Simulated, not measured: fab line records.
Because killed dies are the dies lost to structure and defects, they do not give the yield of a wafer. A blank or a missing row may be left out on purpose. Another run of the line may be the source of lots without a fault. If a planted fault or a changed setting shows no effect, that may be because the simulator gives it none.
A lot that was struck, set against a sound lot | flow ritCmos | 15 steps out of a route of 202
Sound: wafers L458.2, L458.4, L458.6. Wafers L462.2, L462.3, L462.5 were the ones struck. The cause is given at the end.
Per side, at each step with rows, come the tool, then ch with its chambers, and then its first start. Under that, the readings that differ: sound wafers | struck wafers | difference of the means | sigmas: that difference in standard deviations of wafers without a fault.
alike: readings with means less than 2 such deviations apart, plus words and numbers identical on both sides. not compared: withheld readings, readings lacking a value on some wafer, bounds such as >300 that could conceal the same value, and numbers that have no deviation in the record and whose values overlap.
A row with sigmas, a row that says differs or no value, or rows on one side alone: a step with any of these is where the two part. Non-overlapping numbers with no deviation appear without sigmas and do not part them. A reading that every wafer of one side lacks parts them only if that side has two wafers or more.

first, 6 steps without rows for these wafers: RIT_CONTACT_HMDS_02 (prime time 60 s); RIT_CONTACT_COAT_03 (resist thk 1000 nm); RIT_CONTACT_SOFTBAKE_04 (time 60 s); RIT_CONTACT_EXPOSE_05 (exposes mask M11, target cd 1000 nm); RIT_CONTACT_PEB_06; RIT_CONTACT_DEVELOP_07 (develop time 120 s).
RIT_CONTACT_CD_MEAS_08 targets a cd of 1000 nm.
  struck on cdSem-02, day 4 14:23; sound on cdSem-01, day 3 18:50
  alike: cdNm
RIT_CONTACT_OVL_MEAS_09:
  struck on overlay-02, day 4 14:29; sound on overlay-02, day 3 18:57
  alike: CONTACT_OVL
then, 1 step without rows for these wafers: RIT_CONTACT_HARDBAKE_10 (time 60 s).
RIT_CONTACT_ETCH_11: etches SiO2 in CHF3/CF4/Ar, stops on TiSi2, target depth 480 nm, time 320 s.
  sound on rieDiel-01 ch 1,3, day 3 19:08; struck on rieDiel-04 ch 0,2,3, day 4 14:46
reading             | sound             | struck            | difference | sigmas
oesProductAu (a.u.) | 0.977 0.986 0.975 | 1.013 0.991 0.996 | +0.021     | +2
  alike: CHF3_flow_sccm, drypumpMotorCurrentA, throttleValvePct
  not compared: rfHoursCounterH
RIT_CONTACT_STRIP_12: strips in O2, time 180 s.
  sound on plasmaAsher-03 ch 0,1, day 3 19:19; struck on plasmaAsher-01 ch 0,1, day 4 14:57
  alike: drypumpMotorCurrentA
  not compared: rfHoursCounterH
RIT_CONTACT_CD_MEAS_90 targets a cd of 1000 nm.
  struck on cdSem-02, day 4 15:09; sound on cdSem-01, day 3 19:31
  alike: cdNm
RIT_CONTACT_CLEAN_13: cleans in SC1, time 600 s.
  sound on wetBench-02 ch 2, day 3 19:37; struck on wetBench-02 ch 3, day 4 15:15
reading        | sound       | struck      | difference | sigmas
runLengthS (s) | 633 633 633 | 656 656 656 | +23        | +7
then, 2 steps without rows for these wafers: RIT_CONTACT_CLEAN_14 (cleans in SC2, time 600 s); RIT_M1_PROBE_99.

## WHERE THEY PART
First at RIT_CONTACT_ETCH_11; last, within this record, at RIT_CONTACT_CLEAN_13.

WHY: whatever the simulator had introduced
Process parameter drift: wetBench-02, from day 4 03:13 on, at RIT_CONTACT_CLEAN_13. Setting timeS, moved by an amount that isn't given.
